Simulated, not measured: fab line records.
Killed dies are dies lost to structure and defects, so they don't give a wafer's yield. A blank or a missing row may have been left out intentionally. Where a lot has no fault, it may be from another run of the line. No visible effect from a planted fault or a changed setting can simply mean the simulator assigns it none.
The tool behind it: which one? | flow berkeley-cmos170 | 45 wafers sampled from 15 lots at 1 step of a route of 331

## WHAT THE GAUGES READ, wafer by wafer
Not one reading of a measure or inspect step in the record can be checked against a usual standard deviation.

## TOOL THAT RAN EACH LOT (tool first, then ch and the chambers of the sampled wafers, then the start)
lot  | UCB170_NWELL_IMPLANT_14
L335 | implanter-04 ch 0, day 2 09:59
L336 | implanter-03 ch 0, day 2 15:50
L337 | implanter-03 ch 0, day 2 19:07
L338 | implanter-04 ch 0, day 3 03:26
L339 | implanter-03 ch 0, day 3 03:31
L340 | implanter-03 ch 0, day 3 18:26
L342 | implanter-04 ch 0, day 4 01:58
L343 | implanter-02 ch 0, day 4 16:56
L344 | implanter-04 ch 0, day 4 17:11
L345 | implanter-03 ch 0, day 5 00:19
L350 | implanter-03 ch 0, day 5 13:39
L349 | implanter-04 ch 0, day 5 13:56
L352 | implanter-03 ch 0, day 6 03:17
L356 | implanter-03 ch 0, day 6 15:55
L358 | implanter-04 ch 0, day 6 23:04
- UCB170_NWELL_IMPLANT_14

## AS READ BY THE TOOLS THEMSELVES (means over the sampled wafers that have a number; for cases with no such wafer, the mark the record gives instead)
UCB170_NWELL_IMPLANT_14.
lot  | tool         | beam-energy-keV | end-station-pressure-torr (Torr)
L335 | implanter-04 | 149.98          | 5.27e-06
L336 | implanter-03 | 150.02          | 4.97e-06
L337 | implanter-03 | 150.00          | 4.83e-06
L338 | implanter-04 | 149.94          | 5.13e-06
L339 | implanter-03 | 150.06          | 4.75e-06
L340 | implanter-03 | 150.02          | 5.05e-06
L342 | implanter-04 | 149.98          | 4.97e-06
L343 | implanter-02 | 149.99          | 4.83e-06
L344 | implanter-04 | 149.97          | 4.96e-06
L345 | implanter-03 | 149.94          | 4.90e-06
L350 | implanter-03 | 142.57          | 4.94e-06
L349 | implanter-04 | 150.05          | 4.53e-06
L352 | implanter-03 | 142.61          | 4.95e-06
L356 | implanter-03 | 142.65          | 5.16e-06
L358 | implanter-04 | 149.99          | 5.12e-06

## THE ANSWER, worked out from the rows above alone
Rule: what is usual is taken from the lots themselves. Put in order of their means at a reading, lots are off if they are a third of the lots or fewer, leave a main group of 4 or more, and stand apart from it by a gap of 3 or more times the standard deviation of the main group's means; of several such gaps the widest counts. A main group is skipped when, at the precision printed for the reading in the tables above, its means are all equal. A lot without any number at a reading at which 4 lots or more have one is off too. Any other lot the step has rows for is counted as sound. First the gauges in route order, then the tools' own readings, where a lot's mean is used as printed above. At the first step where some lot is off, the reading lying furthest off is the one used; lots without a number count as furthest.
Off: L350, L352, L356, at UCB170_NWELL_IMPLANT_14 (beam-energy-keV). For the main group the mean is 150.00 and the standard deviation 0.036.
A tool fits if, at that step or a process step before it, it ran every lot that is off, and no sound lot after the first of them. One fits: implanter-03 at UCB170_NWELL_IMPLANT_14. Its last sound lot is L345 (day 5 00:19), its first lot that is off L350 (day 5 13:39): a fault that began between those two fits.
On the lots that are off, the tool's own readings at UCB170_NWELL_IMPLANT_14 differ by more than 5 times the standard deviation of the sound lots' means, which bears it out; beam-energy-keV reads 142.61 there versus 150.00 on the sound lots.

## WHAT THE SIMULATOR PUT IN
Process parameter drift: implanter-03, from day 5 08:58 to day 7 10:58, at UCB170_NWELL_IMPLANT_14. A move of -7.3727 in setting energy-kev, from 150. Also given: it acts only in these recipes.
Lots struck among those shown: L350, L352, L356. The same result came from the rule above.
